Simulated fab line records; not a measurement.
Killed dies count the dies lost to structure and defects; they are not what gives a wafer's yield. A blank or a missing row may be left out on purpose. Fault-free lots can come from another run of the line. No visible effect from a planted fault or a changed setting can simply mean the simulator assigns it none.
fab line records	flow ritCmos
[record] lots = 5	wafers = 23
route steps=202 shown ACTIVE@4 FOX2@23 PRETRO@66 GATE@78 M1@202
startH: hours from the record's first day to the start of the lot's first wafer shown	waitH: how many hours have passed since the lot's step before this one	" unchanged from the row above	L1.1+2: several wafers, shown together as one row	- no value present, or no start provided	* or withheld: withheld	< > ~ a bound
route shown NAME@n: a module of which the file shows steps, and the number in the route of the first	usual: average and standard deviation across the fault-free wafers	same: alike in all rows	chamber/n: place in a boat	sites: each site's reading	_std_site: the values' standard deviation	_edge_site: outer sites' mean less inner sites'	radiusMm: how far each site lies from the wafer's centre	mask NAME#n: copy n	behind: the last tool/chamber to shape the wafer	hold: the reason the lot was held/the length of the hold in hours/how it ended	device: the n, p or np transistor that did not switch	end of line: tests of these same wafers at the route's end	a step given without rows: its recipe and nothing more	killed: the dies lost at the first sort to structure and to defects; this is not the yield of the wafer	map: the dies of a wafer, with x for killed, . for not killed, _ for no die there
set.NAME: the setting that was run; set.NAME@STEP: the one run at that earlier step	model.NAME: the simulator's own value behind a step, which no gauge read
lots where settings were altered on purpose, with a table for each step and a row for each wafer
[[steps]]
[step RIT_ACTIVE_CVD_03]
[recipe] material = Si3N4	targetThkNm = 150	tempC = 810	precursor = SiH2Cl2/NH3	timeS = 1500	pressureMtorr = 300	sih2cl2FlowSccm = 60	nh3FlowSccm = 150
lot.wafer	tool	chamber	startH	waitH	set.pressureMtorr	model.Si3N4_of_ACTIVE_CVD_03.thkNm
L074.1	-	-	-	0.3	274.4	146.7
L074.2	"	-	"	"	274.4	145.2
L074.3	"	-	"	"	274.4	148
L074.4	"	-	"	"	274.4	145.6
L074.6	"	-	"	"	274.4	146.3
L078.1	-	-	-	0.6	315.7	150
L078.2	"	-	"	"	315.7	152.6
L078.3	"	-	"	"	315.7	150.3
L078.5	"	-	"	"	315.7	149.7
L078.6	"	-	"	"	315.7	151
L079.1	lpcvd-01	0	37.29	0.1	300	150.2
L079.4	"	0	"	"	300	149.1
L079.6	"	0	"	"	300	148
L082.1	-	-	-	0.1	336	153.9
L082.2	"	-	"	"	336	156
L082.3	"	-	"	"	336	155.5
L082.4	"	-	"	"	336	155.9
L082.6	"	-	"	"	336	156.4
L084.1	-	-	-	0.1	271.6	140.7
L084.2	"	-	"	"	271.6	141.8
L084.4	"	-	"	"	271.6	140.9
L084.5	"	-	"	"	271.6	142.5
L084.6	"	-	"	"	271.6	142.2
[step RIT_ACTIVE_DEVELOP_10]
[recipe] resist = NOVOLAK	developTimeS = 50	devTempC = 23
lot.wafer	tool	chamber	startH	waitH	set.developTimeS
L074.1+2+3+4+6	lithoTrack-04	0	-	-	50
L078.1+2+3	lithoTrack-01	0	-	-	50
L078.5+6	"	0	"	"	52.92
L079.1+4+6	lithoTrack-03	0	-	-	50
L082.1+2+4	lithoTrack-03	0	-	-	53.43
L082.3+6	"	0	"	"	50
L084.1+5+6	lithoTrack-04	0	-	-	50
L084.2+4	"	0	"	"	45.69
[step RIT_ACTIVE_CD_MEAS_11]
[recipe] targetCdNm = 1400
[usual] cdNm = 1400.0/2.9
lot.wafer	tool	chamber	startH	waitH	set.developTimeS@ACTIVE_DEVELOP_10	cdNm
L074.1	cdSem-02	-	16.23	-	50	1401.3
L074.2	"	-	"	"	50	1401.2
L074.3	"	-	"	"	50	1400.6
L074.4	"	-	"	"	50	1401.0
L074.6	"	-	"	"	50	1400.6
L078.1	cdSem-02	-	35.32	-	50	1400.8
L078.2	"	-	"	"	50	1403.3
L078.3	"	-	"	"	50	1402.3
L078.5	"	-	"	"	52.92	1398.2
L078.6	"	-	"	"	52.92	1396.3
L079.1	cdSem-02	-	39.74	-	50	1398.2
L079.4	"	-	"	"	50	1396.9
L079.6	"	-	"	"	50	1396.8
L082.1	cdSem-01	-	54.56	-	53.43	1394.6
L082.2	"	-	"	"	53.43	1392.6
L082.3	"	-	"	"	50	1400.7
L082.4	"	-	"	"	53.43	1393.6
L082.6	"	-	"	"	50	1400.0
L084.1	cdSem-02	-	65.55	-	50	1402.1
L084.2	"	-	"	"	45.69	1414.2
L084.4	"	-	"	"	45.69	1412.0
L084.5	"	-	"	"	50	1403.2
L084.6	"	-	"	"	50	1406.4
[step RIT_ACTIVE_HARDBAKE_12]
[recipe] resist = NOVOLAK	tempC = 140	timeS = 60
[step RIT_ACTIVE_ETCH_13]
[recipe] stopOn = SiO2	chemistry = SF6	target = Si3N4	timeS = 210	overEtchFrac = 0.4	SF6_flow_sccm = 200	pressureMtorr = 260	rfW = 125	targetDepthA = 2100
lot.wafer	tool	chamber	startH	waitH	set.developTimeS@ACTIVE_DEVELOP_10	model.ACTIVE.cdNm
L074.1+2+3+4+6	rieDiel-01	2,1,3,0,1	16.50	0.1	50	1401
L078.1	rieDiel-02	2	35.59	0.1	50	1401
L078.2	"	3	"	"	50	1403
L078.3	"	1	"	"	50	1402
L078.5	"	3	"	"	52.92	1398
L078.6	"	0	"	"	52.92	1396
L079.1	rieDiel-02	3	40.08	0.1	50	1398
L079.4+6	"	1,2	"	"	50	1397
L082.1+4	rieDiel-03	2,0	54.83	0.1	53.43	1394
L082.2	"	3	"	"	53.43	1393
L082.3	"	1	"	"	50	1401
L082.6	"	0	"	"	50	1400
L084.1	rieDiel-02	2	65.82	0.1	50	1402
L084.2	"	0	"	"	45.69	1414
L084.4	"	3	"	"	45.69	1412
L084.5	"	2	"	"	50	1403
L084.6	"	0	"	"	50	1406
[step RIT_ACTIVE_STRIP_14]
[recipe] chemistry = O2	timeS = 180	resist = NOVOLAK	platenTempC = withheld	powerW = 500	pressureMtorr = 4000	o2FlowSccm = 4000
[step RIT_ACTIVE_CD_MEAS_90]
[recipe] targetCdNm = 1400
[usual] cdNm = 1400.0/2.9
lot.wafer	tool	chamber	startH	waitH	set.developTimeS@ACTIVE_DEVELOP_10	cdNm
L074.1	cdSem-01	-	16.81	0.1	50	1401.3
L074.2	"	-	"	"	50	1401.0
L074.3	"	-	"	"	50	1400.9
L074.4	"	-	"	"	50	1401.2
L074.6	"	-	"	"	50	1400.7
L078.1	cdSem-01	-	35.90	0.1	50	1400.8
L078.2	"	-	"	"	50	1402.9
L078.3	"	-	"	"	50	1402.1
L078.5	"	-	"	"	52.92	1398.3
L078.6	"	-	"	"	52.92	1396.1
L079.1	cdSem-01	-	40.39	0.1	50	1397.8
L079.4	"	-	"	"	50	1397.2
L079.6	"	-	"	"	50	1397.3
L082.1	cdSem-02	-	55.14	0.1	53.43	1394.0
L082.2	"	-	"	"	53.43	1392.4
L082.3	"	-	"	"	50	1400.8
L082.4	"	-	"	"	53.43	1393.7
L082.6	"	-	"	"	50	1399.7
L084.1	cdSem-02	-	66.13	0.1	50	1402.3
L084.2	"	-	"	"	45.69	1413.9
L084.4	"	-	"	"	45.69	1412.1
L084.5	"	-	"	"	50	1403.1
L084.6	"	-	"	"	50	1406.3
[step RIT_FOX2_OXIDATION_00]
[recipe] tempC = 1100	ambient = H2O	targetThkA = 3507	pH2oTorr = 720	oxTimeS = 1130
lot.wafer	tool	chamber	startH	waitH	set.tempC	model.SiO2_of_FOX2_OXIDATION_00.thkNm
L074.1	-	-	-	1.8	1089	334.1
L074.2	"	-	"	"	1089	339.3
L074.3	"	-	"	"	1089	332.2
L074.4	"	-	"	"	1089	336.4
L074.6	"	-	"	"	1089	336.7
L078.1	-	-	-	0.1	1100	361.2
L078.2	"	-	"	"	1100	365
L078.3	"	-	"	"	1100	361.3
L078.5	"	-	"	"	1100	360.8
L078.6	"	-	"	"	1100	364.2
L079.1	furnace-01	0	43.80	0.0	1100	361.9
L079.4	"	0	"	"	1100	355.3
L079.6	"	0	"	"	1100	359.8
L082.1	-	-	-	0.0	1120	387
L082.2	"	-	"	"	1120	380.9
L082.3	"	-	"	"	1120	382.2
L082.4	"	-	"	"	1120	384.4
L082.6	"	-	"	"	1120	383
L084.1	-	-	-	0.6	1112	367.7
L084.2	"	-	"	"	1112	373.1
L084.4	"	-	"	"	1112	363.8
L084.5	"	-	"	"	1112	372.6
L084.6	"	-	"	"	1112	372.2
[step RIT_FOX2_THK_MEAS_01]
[recipe] reads = SiO2_of_FOX2_OXIDATION_00
[usual] FOX2_OXIDE_THK = 356/5.6
lot.wafer	tool	chamber	startH	waitH	set.tempC@FOX2_OXIDATION_00	FOX2_OXIDE_THK[nm]
L074.1	filmMetro-03	-	-	-	1089	334
L074.2	"	-	"	"	1089	339
L074.3	"	-	"	"	1089	332
L074.4	"	-	"	"	1089	336
L074.6	"	-	"	"	1089	337
L078.1	filmMetro-03	-	-	-	1100	361
L078.2	"	-	"	"	1100	365
L078.3	"	-	"	"	1100	361
L078.5	"	-	"	"	1100	361
L078.6	"	-	"	"	1100	364
L079.1	filmMetro-03	-	45.12	0.0	1100	362
L079.4	"	-	"	"	1100	355
L079.6	"	-	"	"	1100	360
L082.1	filmMetro-03	-	-	-	1120	387
L082.2	"	-	"	"	1120	381
L082.3	"	-	"	"	1120	382
L082.4	"	-	"	"	1120	384
L082.6	"	-	"	"	1120	383
L084.1	filmMetro-03	-	-	-	1112	368
L084.2	"	-	"	"	1112	373
L084.4	"	-	"	"	1112	364
L084.5	"	-	"	"	1112	373
L084.6	"	-	"	"	1112	372
[step RIT_FOX2_CLEAN_02]
[recipe] chemistry = dHF	dilution = 50:1	timeS = 180
[step RIT_FOX2_WET_ETCH_03]
[recipe] chemistry = H3PO4	target = Si3N4	targetDepthNm = 195	tempC = 165	timeS = 2700
[step RIT_FOX2_THK_MEAS_90]
[recipe] reads = SiO2_of_FOX2_OXIDATION_00
[usual] FIELD_OXIDE_LEFT_1_THK = 329/5.6
lot.wafer	tool	chamber	startH	waitH	set.tempC@FOX2_OXIDATION_00	FIELD_OXIDE_LEFT_1_THK[nm]
L074.1	filmMetro-01	-	24.08	0.0	1089	306
L074.2	"	-	"	"	1089	312
L074.3	"	-	"	"	1089	305
L074.4	"	-	"	"	1089	309
L074.6	"	-	"	"	1089	309
L078.1	filmMetro-04	-	41.16	0.0	1100	334
L078.2	"	-	"	"	1100	338
L078.3	"	-	"	"	1100	334
L078.5	"	-	"	"	1100	334
L078.6	"	-	"	"	1100	337
L079.1	filmMetro-03	-	46.75	0.0	1100	334
L079.4	"	-	"	"	1100	327
L079.6	"	-	"	"	1100	332
L082.1	filmMetro-01	-	60.36	0.0	1120	360
L082.2	"	-	"	"	1120	354
L082.3	"	-	"	"	1120	355
L082.4	"	-	"	"	1120	357
L082.6	"	-	"	"	1120	356
L084.1	filmMetro-03	-	71.05	0.0	1112	340
L084.2	"	-	"	"	1112	346
L084.4	"	-	"	"	1112	336
L084.5	"	-	"	"	1112	345
L084.6	"	-	"	"	1112	344
[step RIT_PRETRO_SOFTBAKE_02]
[recipe] resist = NOVOLAK	tempC = 90	timeS = 60
lot.wafer	tool	chamber	startH	waitH	set.tempC
L074.1+2+3+4+6	lithoTrack-03	0	34.70	0.1	90
L078.1+3+6	lithoTrack-03	0	52.01	0.1	90
L078.2+5	"	0	"	"	88.9
L079.1+4+6	lithoTrack-04	0	57.98	0.1	90
L082.1+4+6	lithoTrack-04	0	70.96	0.1	90
L082.2+3	"	0	"	"	88.47
L084.1+4	lithoTrack-04	0	82.78	0.1	87.17
L084.2+5+6	"	0	"	"	90
[step RIT_PRETRO_EXPOSE_03]
[recipe] maskId = M5	na = 0.57	targetCdNm = 43700	doseMj = 250
[step RIT_PRETRO_PEB_04]
[recipe] resist = NOVOLAK	tempC = withheld	timeS = withheld
[step RIT_PRETRO_DEVELOP_05]
[recipe] resist = NOVOLAK	developTimeS = 68	devTempC = 22.31
lot.wafer	tool	chamber	startH	waitH	set.tempC@PRETRO_SOFTBAKE_02	model.NOVOLAK_of_PRETRO_COAT_01.thkNm
L074.1	lithoTrack-04	0	-	-	90	1304
L074.2	"	0	"	"	90	1299
L074.3	"	0	"	"	90	1302
L074.4	"	0	"	"	90	1300
L074.6	"	0	"	"	90	1301
L078.1	lithoTrack-01	0	-	-	90	1306
L078.2	"	0	"	"	88.9	1305
L078.3+6	"	0	"	"	90	1303
L078.5	"	0	"	"	88.9	1311
L079.1	lithoTrack-04	0	-	-	90	1302
L079.4	"	0	"	"	90	1300
L079.6	"	0	"	"	90	1301
L082.1	lithoTrack-04	0	-	-	90	1295
L082.2	"	0	"	"	88.47	1305
L082.3	"	0	"	"	88.47	1307
L082.4	"	0	"	"	90	1300
L082.6	"	0	"	"	90	1302
L084.1	lithoTrack-04	0	-	-	87.17	1315
L084.2	"	0	"	"	90	1304
L084.4	"	0	"	"	87.17	1314
L084.5+6	"	0	"	"	90	1306
[step RIT_PRETRO_IMPLANT_08]
[recipe] species = B	energyKev = 45	doseCm2 = 1.2e+13	tiltDeg = 7
lot.wafer	tool	chamber	startH	waitH	set.tiltDeg
L074.1+2+6	implanter-04	0	35.69	0.2	6.492
L074.3+4	"	0	"	"	7
L078.1+2+3+5+6	implanter-03	0	52.88	0.2	7
L079.1+4+6	implanter-04	0	58.84	0.2	7
L082.1+2+3+4+6	implanter-03	0	71.83	0.2	7
L084.1+2+5	implanter-04	0	83.64	0.2	6.399
L084.4+6	"	0	"	"	7
[step RIT_PRETRO_STRIP_09]
[recipe] chemistry = O2	timeS = 180	resist = NOVOLAK	platenTempC = withheld	powerW = 500	pressureMtorr = 4000	o2FlowSccm = 4000
[step RIT_GATE_CLEAN_03]
[recipe] chemistry = SC2	mix = 3:3:50	timeS = 600	tempC = 75	dry = n2Spin
[step RIT_GATE_CLEAN_04]
[recipe] chemistry = dHF	dilution = 50:1	timeS = 60	dry = n2Spin
[step RIT_FOX2_THK_MEAS_91]
[recipe] reads = SiO2_of_FOX2_OXIDATION_00
[usual] FIELD_OXIDE_LEFT_2_THK = 261/5.6
lot.wafer	tool	chamber	startH	waitH	set.tempC@FOX2_OXIDATION_00	FIELD_OXIDE_LEFT_2_THK[nm]
L074.1	filmMetro-03	-	36.51	0.0	1089	238
L074.2	"	-	"	"	1089	243
L074.3	"	-	"	"	1089	236
L074.4	"	-	"	"	1089	240
L074.6	"	-	"	"	1089	241
L078.1	filmMetro-01	-	53.70	0.0	1100	266
L078.2	"	-	"	"	1100	270
L078.3	"	-	"	"	1100	267
L078.5	"	-	"	"	1100	266
L078.6	"	-	"	"	1100	270
L079.1	filmMetro-04	-	59.65	0.0	1100	265
L079.4	"	-	"	"	1100	259
L079.6	"	-	"	"	1100	262
L082.1	filmMetro-01	-	72.63	0.0	1120	292
L082.2	"	-	"	"	1120	286
L082.3	"	-	"	"	1120	287
L082.4	"	-	"	"	1120	290
L082.6	"	-	"	"	1120	289
L084.1	filmMetro-04	-	84.45	0.0	1112	273
L084.2	"	-	"	"	1112	278
L084.4	"	-	"	"	1112	269
L084.5	"	-	"	"	1112	277
L084.6	"	-	"	"	1112	277
[step RIT_GATE_CVD_08]
[recipe] material = poly-Si	targetThkNm = 250	tempC = 610	precursor = SiH4	timeS = 2220	pressureMtorr = 300	sih4FlowSccm = 100
lot.wafer	tool	chamber	startH	waitH	set.tempC	model.poly-Si_of_GATE_CVD_08.thkNm
L074.1	-	-	-	0.1	616.3	291.3
L074.2+4	"	-	"	"	616.3	290.6
L074.3	"	-	"	"	616.3	291.1
L074.6	"	-	"	"	616.3	291.8
L078.1	-	-	-	0.1	601.1	200.5
L078.2	"	-	"	"	601.1	201.4
L078.3	"	-	"	"	601.1	200.4
L078.5	"	-	"	"	601.1	200.1
L078.6	"	-	"	"	601.1	200.7
L079.1	lpcvd-01	0	64.40	1.2	610	252.6
L079.4	"	0	"	"	610	251.4
L079.6	"	0	"	"	610	250
L082.1	-	-	-	0.1	610	246.1
L082.2	"	-	"	"	610	250.1
L082.3	"	-	"	"	610	247.5
L082.4	"	-	"	"	610	248.7
L082.6	"	-	"	"	610	246.8
L084.1	-	-	-	1.5	593.7	167.6
L084.2	"	-	"	"	593.7	169.4
L084.4+5	"	-	"	"	593.7	168.7
L084.6	"	-	"	"	593.7	167.7
[step RIT_GATE_THK_MEAS_09]
[recipe] reads = poly-Si_of_GATE_CVD_08
[usual] GATE_POLY_THK = 250.1/1.9
lot.wafer	tool	chamber	startH	waitH	set.tempC@GATE_CVD_08	GATE_POLY_THK[nm]
L074.1	filmMetro-01	-	-	-	616.3	291.3
L074.2	"	-	"	"	616.3	290.5
L074.3	"	-	"	"	616.3	291.2
L074.4	"	-	"	"	616.3	290.8
L074.6	"	-	"	"	616.3	292.0
L078.1	filmMetro-03	-	-	-	601.1	200.6
L078.2	"	-	"	"	601.1	201.3
L078.3	"	-	"	"	601.1	200.4
L078.5	"	-	"	"	601.1	200.2
L078.6	"	-	"	"	601.1	200.6
L079.1	filmMetro-01	-	66.02	0.0	610	252.5
L079.4	"	-	"	"	610	251.4
L079.6	"	-	"	"	610	250.2
L082.1	filmMetro-03	-	-	-	610	246.0
L082.2	"	-	"	"	610	250.3
L082.3	"	-	"	"	610	247.7
L082.4	"	-	"	"	610	248.9
L082.6	"	-	"	"	610	246.7
L084.1	filmMetro-01	-	-	-	593.7	167.5
L084.2	"	-	"	"	593.7	169.4
L084.4	"	-	"	"	593.7	168.6
L084.5	"	-	"	"	593.7	168.6
L084.6	"	-	"	"	593.7	167.7
[step RIT_GATE_EXPOSE_13]
[recipe] maskId = M6	na = 0.6	sourceShape = conventional	sigmaOuter = 0.6	targetCdNm = 150	doseMj = 380
lot.wafer	tool	chamber	startH	waitH	mask	set.doseMj
L074.1+2+3	ilineStepper-02	0	42.65	0.1	M6#0	363.3
L074.4+6	"	0	"	"	M6#0	380
L078.1+2+3+5+6	ilineStepper-02	0	57.38	0.1	M6#0	380
L079.1+4+6	ilineStepper-02	0	66.53	0.1	M6#0	380
L082.1+3+4	ilineStepper-01	0	79.49	0.1	M6#0	397.6
L082.2+6	"	0	"	"	M6#0	380
L084.1+2	ilineStepper-02	0	91.71	0.1	M6#0	380
L084.4+5+6	"	0	"	"	M6#0	403.2
[step RIT_GATE_PEB_14]
[recipe] resist = NOVOLAK	tempC = withheld	timeS = withheld
[step RIT_GATE_DEVELOP_15]
[recipe] resist = NOVOLAK	developTimeS = 50	devTempC = 23
[step RIT_GATE_CD_MEAS_16]
[recipe] targetCdNm = 150
[usual] cdNm = 149.8/2.6
lot.wafer	tool	chamber	startH	waitH	set.doseMj@GATE_EXPOSE_13	cdNm
L074.1	cdSem-02	-	43.05	-	363.3	174.9
L074.2	"	-	"	"	363.3	175.1
L074.3	"	-	"	"	363.3	175.4
L074.4	"	-	"	"	380	151.8
L074.6	"	-	"	"	380	152.6
L078.1	cdSem-01	-	57.78	-	380	147.0
L078.2	"	-	"	"	380	147.8
L078.3	"	-	"	"	380	148.4
L078.5	"	-	"	"	380	147.6
L078.6	"	-	"	"	380	146.7
L079.1	cdSem-02	-	66.93	-	380	150.4
L079.4	"	-	"	"	380	151.5
L079.6	"	-	"	"	380	150.6
L082.1	cdSem-01	-	79.89	-	397.6	128.7
L082.2	"	-	"	"	380	151.6
L082.3	"	-	"	"	397.6	128.4
L082.4	"	-	"	"	397.6	127.8
L082.6	"	-	"	"	380	152.1
L084.1	cdSem-02	-	92.11	-	380	152.6
L084.2	"	-	"	"	380	151.7
L084.4	"	-	"	"	403.2	118.5
L084.5	"	-	"	"	403.2	122.8
L084.6	"	-	"	"	403.2	118.8
[step RIT_GATE_HARDBAKE_18]
[recipe] resist = NOVOLAK	tempC = 140	timeS = 60
[step RIT_GATE_ETCH_19]
[recipe] chemistry = SF6/CHF3/O2	timeS = 159.1	SF6_flow_sccm = 30	CHF3_flow_sccm = 30	O2_flow_sccm = 5	target = poly-Si	pressureMtorr = 40	rfW = 160	targetDepthA = 3125	overEtchFrac = 0.25	stopOn = SiO2
[usual] oesProductAu = 0.875/0.011
lot.wafer	tool	chamber	startH	waitH	set.tempC@GATE_CVD_08	oesProductAu	model.GATE.featureDepthNm	model.etch.depthNm
L074.1	rieSi-01	2	43.35	0.1	616.3	0.960	291.3	291.3
L074.2	"	3	"	"	616.3	0.965	290.6	290.6
L074.3	"	1	"	"	616.3	0.971	291.1	291.1
L074.4	"	0	"	"	616.3	0.986	290.6	290.6
L074.6	"	3	"	"	616.3	0.976	291.8	291.8
L078.1	rieSi-01	0	58.08	0.1	601.1	0.756	200.5	200.5
L078.2	"	1	"	"	601.1	0.759	201.4	201.4
L078.3	"	3	"	"	601.1	0.752	200.4	200.4
L078.5	"	3	"	"	601.1	0.749	200.1	200.1
L078.6	"	0	"	"	601.1	0.759	200.7	200.7
L079.1	rieSi-02	2	67.23	0.1	610	0.898	252.6	252.6
L079.4	"	3	"	"	610	0.867	251.4	251.4
L079.6	"	3	"	"	610	0.861	250	250
L082.1	rieSi-01	1	80.19	0.1	610	0.864	246.1	246.1
L082.2	"	3	"	"	610	0.866	250.1	250.1
L082.3	"	0	"	"	610	0.880	247.5	247.5
L082.4	"	3	"	"	610	0.875	248.7	248.7
L082.6	"	0	"	"	610	0.867	246.8	246.8
L084.1	rieSi-01	3	92.41	0.1	593.7	0.673	167.6	167.6
L084.2	"	0	"	"	593.7	0.679	169.4	169.4
L084.4	"	1	"	"	593.7	0.670	168.7	168.7
L084.5	"	2	"	"	593.7	0.663	168.7	168.7
L084.6	"	1	"	"	593.7	0.677	167.7	167.7
[step RIT_GATE_STRIP_20]
[recipe] chemistry = O2	timeS = 180	resist = NOVOLAK	platenTempC = withheld	powerW = 500	pressureMtorr = 4000	o2FlowSccm = 4000
[step RIT_GATE_CD_MEAS_90]
[recipe] targetCdNm = 150
[usual] cdNm = 149.8/2.6
lot.wafer	tool	chamber	startH	waitH	set.doseMj@GATE_EXPOSE_13	cdNm
L074.1	cdSem-01	-	43.64	0.1	363.3	174.9
L074.2	"	-	"	"	363.3	174.8
L074.3	"	-	"	"	363.3	175.1
L074.4	"	-	"	"	380	152.5
L074.6	"	-	"	"	380	152.8
L078.1	cdSem-02	-	58.37	0.1	380	147.3
L078.2	"	-	"	"	380	148.0
L078.3	"	-	"	"	380	148.6
L078.5	"	-	"	"	380	147.7
L078.6	"	-	"	"	380	146.5
L079.1	cdSem-02	-	67.52	0.1	380	150.5
L079.4	"	-	"	"	380	151.4
L079.6	"	-	"	"	380	150.6
L082.1	cdSem-02	-	80.48	0.1	397.6	128.4
L082.2	"	-	"	"	380	151.7
L082.3	"	-	"	"	397.6	128.5
L082.4	"	-	"	"	397.6	127.9
L082.6	"	-	"	"	380	152.1
L084.1	cdSem-01	-	92.70	0.1	380	152.2
L084.2	"	-	"	"	380	151.3
L084.4	"	-	"	"	403.2	118.9
L084.5	"	-	"	"	403.2	123.1
L084.6	"	-	"	"	403.2	118.3
[step RIT_M1_PROBE_99]
lot.wafer	tool	chamber	startH	waitH	set.doseMj@GATE_EXPOSE_13	model.etest.nmos_0p15.driveUaUm	model.etest.nmos_0p15.rOnOhmUm	model.etest.nmosTurned.driveUaUm	model.etest.npolyLine.lineOhmUm	model.etest.pmos_0p15.driveUaUm	model.etest.pmosTurned.rOnOhmUm	model.etest.ppolyLine.lineOhmUm
L074.1	prober-02	-	63.91	0.1	363.3	359.3	1329	234.1	128.7	194.2	4501	123.5
L074.2	prober-02	-	63.96	0.1	363.3	370.1	1317	244	140.3	200.5	4330	132.6
L074.3	prober-02	-	64.01	0.2	363.3	363.7	1334	236.5	127.8	195.6	4471	121.8
L074.4	prober-02	-	64.06	0.2	380	431.1	1184	260.7	163.2	235.5	3936	152.3
L074.6	prober-02	-	64.16	0.2	380	442.7	1152	272.5	172.4	243.7	3784	162.4
L078.1	prober-02	-	79.17	0.1	380	506.8	1064	413.7	169.4	281.7	2985	169.9
L078.2	prober-02	-	79.22	0.1	380	501.1	1074	403.2	172.1	274.5	3047	167.1
L078.3	prober-02	-	79.27	0.2	380	497.3	1058	406.1	176.3	273.8	3006	175.3
L078.5	prober-02	-	79.37	0.2	380	487.5	1092	393.9	171.4	268.1	3064	171.6
L078.6	prober-02	-	79.42	0.2	380	491.4	1071	399.2	182.8	273.2	3007	180.5
L079.1	prober-01	-	87.45	0.1	380	466.2	1098	335.8	165.5	274.9	3136	156.3
L079.4	prober-01	-	87.60	0.2	380	461.9	1124	334.3	161.1	266.4	3230	155
L079.6	prober-01	-	87.70	0.2	380	464.5	1094	336.7	164.3	270.9	3163	155.5
L082.1	prober-02	-	100.10	0.1	397.6	593.5	938.5	408.2	213.1	343.5	2686	206.2
L082.2	prober-02	-	100.15	0.1	380	473.9	1085	342	174.9	269.3	3208	171.5
L082.3	prober-02	-	100.20	0.2	397.6	591.6	923.2	403.9	231.7	339.2	2736	218.1
L082.4	prober-02	-	100.25	0.2	397.6	601.9	915.5	416.9	232.9	346.6	2708	227.2
L082.6	prober-02	-	100.35	0.2	380	465.6	1089	350.4	161.3	263.1	3266	157.4
// killed by level:class
L079.1 SPACER:geometricParticle:short=2 GATE:geometricParticle:short=1
L079.4 FOX1:geometricParticle:open=1 GATE:geometricParticle:open=1 REOX:geometricParticle:open=1 REOX:geometricParticle:short=1 SPACER:geometricParticle:short=1 SILICIDE:geometricParticle:short=1
L079.6 SPACER:geometricParticle:short=2 FOX1:geometricParticle:short=1 FOX2:geometricParticle:short=1 SPACER:geometricParticle:open=1
[[key]]
[split] step = RIT_ACTIVE_CVD_03	setting = pressureMtorr	stated = 300	by = lot
[response] step = RIT_ACTIVE_CVD_03	reading = model.Si3N4_of_ACTIVE_CVD_03.thkNm	change = +0.539	per = 1%	r = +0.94
[split] step = RIT_ACTIVE_DEVELOP_10	setting = developTimeS	stated = 50	by = wafer
[response] step = RIT_ACTIVE_CD_MEAS_11	reading = cdNm	change = -0.992	per = 1%	r = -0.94
[response] step = RIT_ACTIVE_ETCH_13	reading = model.ACTIVE.cdNm	change = -1	per = 1%	r = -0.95
[response] step = RIT_ACTIVE_CD_MEAS_90	reading = cdNm	change = -0.985	per = 1%	r = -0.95
[split] step = RIT_FOX2_OXIDATION_00	setting = tempC	stated = 1100	by = lot
[response] step = RIT_FOX2_OXIDATION_00	reading = model.SiO2_of_FOX2_OXIDATION_00.thkNm	change = +15.6	per = 1%	r = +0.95
[response] step = RIT_FOX2_THK_MEAS_01	reading = FOX2_OXIDE_THK	change = +15.5	per = 1%	r = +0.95
[response] step = RIT_FOX2_THK_MEAS_90	reading = FIELD_OXIDE_LEFT_1_THK	change = +15.6	per = 1%	r = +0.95
[response] step = RIT_FOX2_THK_MEAS_91	reading = FIELD_OXIDE_LEFT_2_THK	change = +16.1	per = 1%	r = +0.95
[split] step = RIT_PRETRO_SOFTBAKE_02	setting = tempC	stated = 90	by = wafer
[response] step = RIT_PRETRO_DEVELOP_05	reading = model.NOVOLAK_of_PRETRO_COAT_01.thkNm	change = -3.28	per = 1%	r = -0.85
[split] step = RIT_PRETRO_IMPLANT_08	setting = tiltDeg	stated = 7	by = wafer
response none clear
[split] step = RIT_GATE_CVD_08	setting = tempC	stated = 610	by = lot
[response] step = RIT_GATE_CVD_08	reading = model.poly-Si_of_GATE_CVD_08.thkNm	change = +32.9	per = 1%	r = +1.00
[response] step = RIT_GATE_THK_MEAS_09	reading = GATE_POLY_THK	change = +32.9	per = 1%	r = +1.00
[response] step = RIT_GATE_ETCH_19	reading = oesProductAu	change = +0.0801	per = 1%	r = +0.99
[response] step = RIT_GATE_ETCH_19	reading = model.GATE.featureDepthNm	change = +32.9	per = 1%	r = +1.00
[response] step = RIT_GATE_ETCH_19	reading = model.etch.depthNm	change = +32.9	per = 1%	r = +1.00
[split] step = RIT_GATE_EXPOSE_13	setting = doseMj	stated = 380	by = wafer
[response] step = RIT_GATE_CD_MEAS_16	reading = cdNm	change = -5.2	per = 1%	r = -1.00
[response] step = RIT_GATE_CD_MEAS_90	reading = cdNm	change = -5.13	per = 1%	r = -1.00
[response] step = RIT_M1_PROBE_99	reading = model.etest.pmosTurned.rOnOhmUm	change = -122	per = 1%	r = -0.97
[response] step = RIT_M1_PROBE_99	reading = model.etest.nmosTurned.driveUaUm	change = +10.3	per = 1%	r = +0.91
[response] step = RIT_M1_PROBE_99	reading = model.etest.nmos_0p15.driveUaUm	change = +22.1	per = 1%	r = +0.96
[response] step = RIT_M1_PROBE_99	reading = model.etest.nmos_0p15.rOnOhmUm	change = -35.5	per = 1%	r = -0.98
[response] step = RIT_M1_PROBE_99	reading = model.etest.npolyLine.lineOhmUm	change = +10.4	per = 1%	r = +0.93
[response] step = RIT_M1_PROBE_99	reading = model.etest.ppolyLine.lineOhmUm	change = +9.37	per = 1%	r = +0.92
